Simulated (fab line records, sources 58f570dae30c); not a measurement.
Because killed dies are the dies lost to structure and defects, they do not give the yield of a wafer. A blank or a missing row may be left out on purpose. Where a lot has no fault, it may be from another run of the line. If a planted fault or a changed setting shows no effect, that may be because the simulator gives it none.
A single fault, viewed from 2 desks -- flow berkeley cmos170 -- each desk has only its own numbers; what lay behind them comes last

FROM THE METROLOGY DESK
Lot by lot, what the gauges showed, no matter which tool ran the lot: averages of those sampled wafers that carry a number. If a lot's mean is further than 4 standard deviations from the usual mean, the lot is out of limits and carries the mark OUT (the distance appears in the brackets).
Columns: A = NWELL_TW at UCB170_NWELL_TW_MEAS_16, usual 1244; B = PWELL_NITRIDE_THK at UCB170_PWELL_THK_MEAS_06, usual 219.7 nm
lot,first seen here,A,B
L907,day 2 15:49,1240,220.0
L908,day 2 21:56,1243,220.9
L909,day 3 06:26,1239,220.5
L911,day 3 19:06,1239,221.3
L912,day 4 00:35,1269,216.2
L914,day 4 10:43,1229,215.5
L915,day 4 10:58,1235,220.6
L916,day 4 17:23,1138 (-8.9) OUT,219.2
L918,day 5 00:25,1138 (-8.8) OUT,220.8
L919,day 5 05:41,1262,221.4
L922,day 5 18:46,1242,220.0
L924,day 6 04:07,1260,223.2
L927,day 7 02:01,1241,220.1
L928,day 7 08:13,1230,220.1
Per this desk, out of limits: L916, L918; the first was L916, day 4 17:23 (NWELL_TW at UCB170_NWELL_TW_MEAS_16). L907, L908, L909, L911, L912, L914, L915, L919, L922, L924, L927, L928 stayed within limits.

DESK OF THE TOOL OWNER: implanter-04
For each lot that ran on this tool, the mean over its sampled wafers that have a number, from the tool's own readings at UCB170_NWELL_IMPLANT_14. If a lot's mean is further than 4 standard deviations from the usual mean, the lot is out of limits and carries the mark OUT (the distance appears in the brackets).
Columns: A = beam on s at UCB170_NWELL_IMPLANT_14, usual 9.99 s; B = faraday current uA at UCB170_NWELL_IMPLANT_14, usual 31.7
lot,first seen here,A,B
L907,day 2 15:35,10.10,31.4
L909,day 3 06:11,10.05,31.5
L911,day 3 18:51,10.04,31.7
L914,day 4 10:28,10.06,31.7
L916,day 4 17:08,7.71 (-11) OUT,41.2 (+15) OUT
L918,day 5 00:10,7.78 (-11) OUT,40.7 (+15) OUT
This desk's verdict: out of limits on L916, L918, starting with L916 at day 4 17:08 (beam on s at UCB170_NWELL_IMPLANT_14). L907, L909, L911, L914 stayed within limits.

TAKEN TOGETHER
An alarm could have come from the tool owner's desk at day 4 17:08, on L916, L918.
The metrology desk could have raised an alarm at day 4 17:23, on L916, L918.
The lots listed all ran UCB170_NWELL_IMPLANT_14 on implanter-04.

WHAT THE SIMULATOR HAD PUT IN
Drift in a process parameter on implanter-04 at UCB170_NWELL_IMPLANT_14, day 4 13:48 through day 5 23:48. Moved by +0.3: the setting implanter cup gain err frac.
Shown lots that were struck: L916, L918.
Time in hours from fault onset to the first out-of-limits reading at each desk: tool owner's desk 3, metrology desk 4.
